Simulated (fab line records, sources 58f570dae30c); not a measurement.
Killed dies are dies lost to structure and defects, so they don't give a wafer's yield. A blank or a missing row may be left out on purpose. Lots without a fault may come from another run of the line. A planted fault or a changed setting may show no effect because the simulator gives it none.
Which tool did it? | flow berkeley_cmos170 | 6 lots, 18 wafers sampled, at 2 steps of a route of 331

WHAT THE GAUGES READ, wafer by wafer
UCB170_V1_THK_MEAS_04.
lot  | measured     | on            | V1_POLISHED_THK (nm)
L548 | day 7 15:44  | film_metro-02 | 999.6 999.3 1000.2
L550 | day 8 01:53  | film_metro-02 | 997.5 999.1 999.8
L556 | day 9 01:14  | film_metro-02 | 1000.0 1001.1 1001.4
L554 | day 9 00:56  | film_metro-01 | 1000.8 1002.4 1001.4
L560 | day 9 17:41  | film_metro-01 | 1000.3 1001.6 999.6
L567 | day 11 12:56 | film_metro-02 | 1001.1 1000.8 999.2

WHICH TOOL RAN EACH LOT (tool, then ch and the chambers of the sampled wafers, then the start)
lot  | UCB170_V1_CMP_02
L548 | cmp-02 ch 0,2,3, day 7 15:28
L550 | cmp-02 ch 1,2,3, day 8 01:32
L556 | cmp-01 ch 1,3, day 9 00:49
L554 | cmp-01 ch 0,1,2, day 9 00:34
L560 | cmp-02 ch 1,2, day 9 17:16
L567 | cmp-02 ch 2,3, day 11 12:31
- UCB170_V1_CMP_02: polishes SiO2.

THE ANSWER, worked out from the rows above alone
Rule: what is usual is taken from the lots themselves. Put in order of their means at a reading, lots are off if they are a third of the lots or fewer, leave a main group of 4 or more, and stand apart from it by a gap of 3 or more times the standard deviation of the main group's means; of several such gaps the widest counts. A main group whose means are all the same, to the digits that the tables above print for the reading, isn't used. A lot without any number at a reading at which 4 lots or more have one is off too. The other lots that the step has rows for count as sound.
No lot is off at any reading shown: from this, nothing can be told.

WHAT THE SIMULATOR HAD PUT IN
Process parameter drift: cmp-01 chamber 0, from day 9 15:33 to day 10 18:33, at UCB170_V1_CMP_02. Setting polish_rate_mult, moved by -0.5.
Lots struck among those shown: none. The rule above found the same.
